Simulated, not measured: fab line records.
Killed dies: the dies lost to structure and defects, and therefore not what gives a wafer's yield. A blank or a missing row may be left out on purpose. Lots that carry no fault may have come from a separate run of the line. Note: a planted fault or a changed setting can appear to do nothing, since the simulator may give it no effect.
What tool caused it? || flow berkeley cmos170 || Sampling: 14 lots, 42 wafers, 4 of 331 route steps

== WHAT EACH GAUGE READ, for each wafer ==
UCB170_M3_OVL_MEAS_16.
{"lot": "L703", "measured": "day 9 16:59", "on": "overlay-01", "M3_OVL (nm)": "3 -2 -4"}
{"lot": "L704", "measured": "day 9 17:15", "on": "overlay-01", "M3_OVL (nm)": "-5 -4 0"}
{"lot": "L705", "measured": "day 9 17:42", "on": "overlay-02", "M3_OVL (nm)": "-10 -3 -9"}
{"lot": "L706", "measured": "day 9 17:26", "on": "overlay-02", "M3_OVL (nm)": "-2 4 4"}
{"lot": "L708", "measured": "day 9 17:25", "on": "overlay-01", "M3_OVL (nm)": "8 0 4"}
{"lot": "L710", "measured": "day 10 13:10", "on": "overlay-02", "M3_OVL (nm)": "4 3 -1"}
{"lot": "L712", "measured": "day 10 13:28", "on": "overlay-02", "M3_OVL (nm)": "2 2 -1"}
{"lot": "L709", "measured": "day 10 12:53", "on": "overlay-02", "M3_OVL (nm)": "0 -4 -6"}
{"lot": "L711", "measured": "day 10 12:59", "on": "overlay-01", "M3_OVL (nm)": "6 7 12"}
{"lot": "L713", "measured": "day 11 06:32", "on": "overlay-01", "M3_OVL (nm)": "-4 7 -1"}
{"lot": "L714", "measured": "day 10 20:00", "on": "overlay-02", "M3_OVL (nm)": "4 -3 0"}
{"lot": "L720", "measured": "day 12 18:27", "on": "overlay-01", "M3_OVL (nm)": "0 -6 5"}
{"lot": "L723", "measured": "day 12 19:11", "on": "overlay-02", "M3_OVL (nm)": "-3 5 5"}
{"lot": "L722", "measured": "day 12 19:19", "on": "overlay-01", "M3_OVL (nm)": "-3 -9 -1"}

UCB170_M3_BOW_MEAS_20.
{"lot": "L703", "measured": "day 9 17:35", "on": "film metro-02", "M3_BOW (um)": "30 25 43"}
{"lot": "L704", "measured": "day 9 17:47", "on": "film metro-04", "M3_BOW (um)": "42 45 27"}
{"lot": "L705", "measured": "day 9 18:17", "on": "film metro-04", "M3_BOW (um)": "33 28 38"}
{"lot": "L706", "measured": "day 9 17:57", "on": "film metro-02", "M3_BOW (um)": "36 40 33"}
{"lot": "L708", "measured": "day 9 17:55", "on": "film metro-04", "M3_BOW (um)": "35 41 43"}
{"lot": "L710", "measured": "day 10 13:40", "on": "film metro-01", "M3_BOW (um)": "43 48 33"}
{"lot": "L712", "measured": "day 10 13:56", "on": "film metro-04", "M3_BOW (um)": "30 38 40"}
{"lot": "L709", "measured": "day 10 13:23", "on": "film metro-04", "M3_BOW (um)": "45 51 49"}
{"lot": "L711", "measured": "day 10 13:29", "on": "film metro-02", "M3_BOW (um)": "50 32 39"}
{"lot": "L713", "measured": "day 11 07:02", "on": "film metro-04", "M3_BOW (um)": "43 35 40"}
{"lot": "L714", "measured": "day 10 20:31", "on": "film metro-02", "M3_BOW (um)": "37 31 42"}
{"lot": "L720", "measured": "day 12 19:06", "on": "film metro-01", "M3_BOW (um)": "39 28 28"}
{"lot": "L723", "measured": "day 12 19:40", "on": "film metro-02", "M3_BOW (um)": "48 33 47"}
{"lot": "L722", "measured": "day 12 19:49", "on": "film metro-02", "M3_BOW (um)": "36 34 33"}

== TOOL THAT RAN EACH LOT (tool first, then ch and the chambers of the sampled wafers, then the start) ==
{"lot": "L703", "UCB170_NVT_CLEAN_10": "wet bench-01 ch 2, day 6 15:22", "UCB170_M1_ETCH_11": "rie diel-04 ch 2,3, day 8 18:19"}
{"lot": "L704", "UCB170_NVT_CLEAN_10": "wet bench-01 ch 2, day 6 15:22", "UCB170_M1_ETCH_11": "rie diel-02 ch 0,2, day 8 20:21"}
{"lot": "L705", "UCB170_NVT_CLEAN_10": "wet bench-01 ch 1, day 6 15:22", "UCB170_M1_ETCH_11": "rie diel-04 ch 1,2, day 8 20:40"}
{"lot": "L706", "UCB170_NVT_CLEAN_10": "wet bench-01 ch 2, day 6 15:22", "UCB170_M1_ETCH_11": "rie diel-02 ch 2,3, day 8 18:02"}
{"lot": "L708", "UCB170_NVT_CLEAN_10": "wet bench-01 ch 2, day 7 07:13", "UCB170_M1_ETCH_11": "rie diel-01 ch 0,2, day 8 21:30"}
{"lot": "L710", "UCB170_NVT_CLEAN_10": "wet bench-02 ch 1, day 7 19:54", "UCB170_M1_ETCH_11": "rie diel-04 ch 0,1,2, day 9 19:13"}
{"lot": "L712", "UCB170_NVT_CLEAN_10": "wet bench-02 ch 1, day 7 20:04", "UCB170_M1_ETCH_11": "rie diel-02 ch 0,1,2, day 9 21:01"}
{"lot": "L709", "UCB170_NVT_CLEAN_10": "wet bench-01 ch 0, day 7 20:23", "UCB170_M1_ETCH_11": "rie diel-04 ch 1,2,3, day 9 19:56"}
{"lot": "L711", "UCB170_NVT_CLEAN_10": "wet bench-01 ch 3, day 7 20:34", "UCB170_M1_ETCH_11": "rie diel-01 ch 1,2, day 9 20:44"}
{"lot": "L713", "UCB170_NVT_CLEAN_10": "wet bench-02 ch 3, day 8 11:29", "UCB170_M1_ETCH_11": "rie diel-01 ch 1,3, day 10 15:06"}
{"lot": "L714", "UCB170_NVT_CLEAN_10": "wet bench-02 ch 3, day 8 11:29", "UCB170_M1_ETCH_11": "rie diel-04 ch 1,2,3, day 10 07:11"}
{"lot": "L720", "UCB170_NVT_CLEAN_10": "wet bench-02 ch 0, day 10 09:56", "UCB170_M1_ETCH_11": "rie diel-04 ch 0,1,2, day 12 02:23"}
{"lot": "L723", "UCB170_NVT_CLEAN_10": "wet bench-02 ch 2, day 10 10:34", "UCB170_M1_ETCH_11": "rie diel-04 ch 1,3, day 12 02:56"}
{"lot": "L722", "UCB170_NVT_CLEAN_10": "wet bench-02 ch 3, day 10 10:56", "UCB170_M1_ETCH_11": "rie diel-02 ch 1,2,3, day 12 04:29"}
- UCB170_NVT_CLEAN_10: cleans in SPM, time 600 s.
- UCB170_M1_ETCH_11: etches BARC in N2/H2.

== AS READ BY THE TOOLS THEMSELVES (means over the sampled wafers that have a number; for cases with no such wafer, the mark the record gives instead) ==
UCB170_M1_ETCH_11.
{"lot": "L703", "tool": "rie diel-04", "drypump motor current A (A)": 5.9, "oes product au (a.u.)": 0.973, "throttle valve pct (%)": 13.10}
{"lot": "L704", "tool": "rie diel-02", "drypump motor current A (A)": 5.8, "oes product au (a.u.)": 1.003, "throttle valve pct (%)": 13.22}
{"lot": "L705", "tool": "rie diel-04", "drypump motor current A (A)": 5.6, "oes product au (a.u.)": 0.990, "throttle valve pct (%)": 13.18}
{"lot": "L706", "tool": "rie diel-02", "drypump motor current A (A)": 5.4, "oes product au (a.u.)": 0.982, "throttle valve pct (%)": 13.38}
{"lot": "L708", "tool": "rie diel-01", "drypump motor current A (A)": 6.2, "oes product au (a.u.)": 0.992, "throttle valve pct (%)": 13.12}
{"lot": "L710", "tool": "rie diel-04", "drypump motor current A (A)": 5.5, "oes product au (a.u.)": 0.998, "throttle valve pct (%)": 13.32}
{"lot": "L712", "tool": "rie diel-02", "drypump motor current A (A)": 5.9, "oes product au (a.u.)": 0.996, "throttle valve pct (%)": 13.25}
{"lot": "L709", "tool": "rie diel-04", "drypump motor current A (A)": 5.7, "oes product au (a.u.)": 0.986, "throttle valve pct (%)": 13.27}
{"lot": "L711", "tool": "rie diel-01", "drypump motor current A (A)": 6.2, "oes product au (a.u.)": 0.996, "throttle valve pct (%)": 13.17}
{"lot": "L713", "tool": "rie diel-01", "drypump motor current A (A)": 6.0, "oes product au (a.u.)": 1.008, "throttle valve pct (%)": 13.34}
{"lot": "L714", "tool": "rie diel-04", "drypump motor current A (A)": 5.7, "oes product au (a.u.)": 0.983, "throttle valve pct (%)": 13.26}
{"lot": "L720", "tool": "rie diel-04", "drypump motor current A (A)": 5.5, "oes product au (a.u.)": 1.000, "throttle valve pct (%)": 13.32}
{"lot": "L723", "tool": "rie diel-04", "drypump motor current A (A)": 5.7, "oes product au (a.u.)": 0.984, "throttle valve pct (%)": 13.32}
{"lot": "L722", "tool": "rie diel-02", "drypump motor current A (A)": 5.7, "oes product au (a.u.)": 0.987, "throttle valve pct (%)": 13.34}

== THE ANSWER, worked out from the rows above alone ==
Rule: the lots themselves supply what counts as usual. Put in order of their means at a reading, lots are off if they are a third of the lots or fewer, leave a main group of 4 or more, and stand apart from it by a gap of 3 or more times the standard deviation of the main group's means; of several such gaps the widest counts. The tables above print the reading to a certain number of digits; a main group whose means all agree to those digits is not used. Also off: a lot with no number at a reading for which 4 or more lots have one. The other lots that the step has rows for count as sound. Order of review: gauges by route order, followed by the tools' own readings, for which a lot's mean as printed above is used. At the first step where some lot is off, the reading lying furthest off is the one used; lots without a number count as furthest.
None of the lots is off at any reading shown; this tells nothing.

== WHAT HAD BEEN PUT IN BY THE SIMULATOR ==
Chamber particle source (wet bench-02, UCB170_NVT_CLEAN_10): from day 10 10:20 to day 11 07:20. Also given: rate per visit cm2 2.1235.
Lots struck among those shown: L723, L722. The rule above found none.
